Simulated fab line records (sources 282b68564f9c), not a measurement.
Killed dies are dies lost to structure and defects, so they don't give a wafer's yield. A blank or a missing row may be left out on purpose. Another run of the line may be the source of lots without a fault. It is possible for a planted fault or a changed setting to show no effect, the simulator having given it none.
What tool caused it? | flow rit-cmos | 7 lots, 21 wafers sampled, at 2 steps of a route of 202

== WHAT THE GAUGES SHOWED, per wafer ==
RIT_PSD_TW_MEAS_10.
lot  | measured    | on            | PSD_TW
L886 | day 3 15:25 | film-metro-04 | 3416 3402 3424
L891 | day 4 17:04 | film-metro-04 | 30 30 30
L894 | day 5 10:08 | film-metro-03 | 3464 3504 3486
L898 | day 6 13:23 | film-metro-03 | 3501 3502 3502
L900 | day 7 05:19 | film-metro-04 | 3402 3404 3407
L903 | day 7 21:08 | film-metro-03 | 3497 3497 3484
L907 | day 8 14:56 | film-metro-03 | 3475 3486 3481

== EACH LOT AND THE TOOL THAT RAN IT (in order: tool; ch and the chambers of the sampled wafers; start) ==
lot  | RIT_NSD_STRIP_09
L886 | plasma-asher-01 ch 0,1, day 3 13:34
L891 | plasma-asher-02 ch 0,1, day 4 15:28
L894 | plasma-asher-04 ch 0,1, day 5 08:34
L898 | plasma-asher-04 ch 0,1, day 6 11:41
L900 | plasma-asher-01 ch 0,1, day 7 03:43
L903 | plasma-asher-04 ch 0, day 7 19:24
L907 | plasma-asher-01 ch 0,1, day 8 13:11
- RIT_NSD_STRIP_09: strips in O2, time 180 s.

== THE ANSWER, worked out from the rows above alone ==
Rule: the usual values come from the lots themselves. The widest of any qualifying gaps counts: lots, ordered by their means at a reading, are off when they make up no more than a third of the lots, leave a main group of 4 or more, and stand apart from it by 3 or more times the standard deviation of that group's means. The tables above print the reading to a certain number of digits; a main group whose means all agree to those digits is not used. A lot without any number at a reading at which 4 lots or more have one is off too. Any other lot the step has rows for is counted as sound.
Off: L891, seen at RIT_PSD_TW_MEAS_10 (PSD_TW). Mean 3463 and standard deviation 39 in the main group.
A tool fits if, at a process step before that reading, it ran every lot that is off, and no sound lot after the first of them. Gauges at RIT_PSD_TW_MEAS_10: tried the same way as those tools. One fits: plasma-asher-02 at RIT_NSD_STRIP_09. It ran no sound lot before its first lot that is off in this sample, so the start can't be narrowed down.

== WHAT THE SIMULATOR HAD INSERTED ==
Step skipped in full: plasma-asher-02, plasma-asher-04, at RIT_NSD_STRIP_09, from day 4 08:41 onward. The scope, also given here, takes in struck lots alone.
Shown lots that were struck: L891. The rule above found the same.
